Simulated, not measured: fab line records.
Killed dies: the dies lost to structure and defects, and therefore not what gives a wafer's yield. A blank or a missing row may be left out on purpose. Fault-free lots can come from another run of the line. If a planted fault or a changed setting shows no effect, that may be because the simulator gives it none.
Problem report in the 8D (eight disciplines) form, filled by code	flow berkeleyCmos170	the parts of the form that need people (team, actions taken, sign-off) are left out

== 1. WHAT IS WRONG ==
Wafers free of any fault read 1000.6 nm (standard deviation 1.2) for V2_POLISHED_THK at UCB170_V2_THK_MEAS_04, against a mean of 1350.7 nm on 6 wafers of 2 lots. So: +99 or more standard deviations from the usual mean.
Earliest sighting: wafer L973.1 on filmMetro-03 at day 9 14:32. The record has a number at this step for 42 wafers belonging to 14 lots. By rule, "out" or "out of limits" means more than 4 standard deviations away from the usual mean. Any other wafer with a number is counted as sound.

== 2. WHAT THIS IS AND IS NOT ==
question	is	is not
which readings at this step	V2_POLISHED_THK	-
which lots	L973, L974	L965, L966, L967, L968, L969, L970, L971, L972, L979, L983, L986, L987
which wafers of those lots	all that have a number	-
read on which gauges	filmMetro-01, filmMetro-03	filmMetro-02
when	from day 9 14:32	up to then (24 sound wafers); but 12 sound wafers of L979, L983, L986, L987 came after

== 3. THE SUSPECTS, EACH WITH WHAT RULES IT OUT ==
Counting: any tool at a process step up to the reading is kept as a suspect provided that every lot that is out went through it and no sound lot did after the first of them.
- ruled out: the gauge at UCB170_V2_THK_MEAS_04. 2 gauges (filmMetro-01, filmMetro-03) read the wafers that are out.
- cmp-02 at UCB170_V2_CMP_02 (polishes SiO2): kept. It ran every lot that is out, first L973 (day 9 14:16), and no sound lot after that; its last sound lot up to then is L972 (day 8 20:48).
After counting, what remains is cmp-02 at UCB170_V2_CMP_02.

== 4. THE CAUSE (what the simulator had put in) ==
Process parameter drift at UCB170_V2_CMP_02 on cmp-02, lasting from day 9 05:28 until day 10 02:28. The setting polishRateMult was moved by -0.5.
Counting left only this tool.

== 5. THE CHAIN OF EFFECTS, in route order ==
Each row: a reading where the mean over the struck wafers with a number is more than 3 standard deviations away from the usual. Scope: only readings with a usual standard deviation given in the record; hours: median across lots of the time from each lot's start at the first step in this table that gives one to its start at this step; sigmas: change in usual standard deviations.
hours	step	reading	usual	on struck wafers	change	sigmas
0	UCB170_V2_THK_MEAS_04	V2_POLISHED_THK	1000.6 nm	1350.7	+350.1	+99 or more
2	UCB170_V2_ETCH_14	oesProductAu	0.876 a.u.	0.997	+0.121	+11
Here are the process steps it includes:
- UCB170_V2_ETCH_14: etches SiO2 in CHF3/CF4/Ar, stops on Al, target depth 1250 nm, time 291 s.
Later steps that measure or inspect, where all struck wafers having a row at the step show a number for every such reading and not one has moved that far: UCB170_V2_CD_MEAS_90.

== 6. WHAT WOULD HAVE CAUGHT IT SOONER ==
9 hours passed between the start of the fault at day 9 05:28 and the first reading out of limits at a measuring or inspecting step in this record, taken at day 9 14:32.
No tool reading at UCB170_V2_CMP_02 that has a usual standard deviation in the record was out on any struck wafer, so an alarm limit of 4 standard deviations on those readings would not have fired.
Lots out: 2; of these, L974 started UCB170_V2_CMP_02 on cmp-02 after day 9 14:32. A tool hold placed at that time would have kept it from harm.
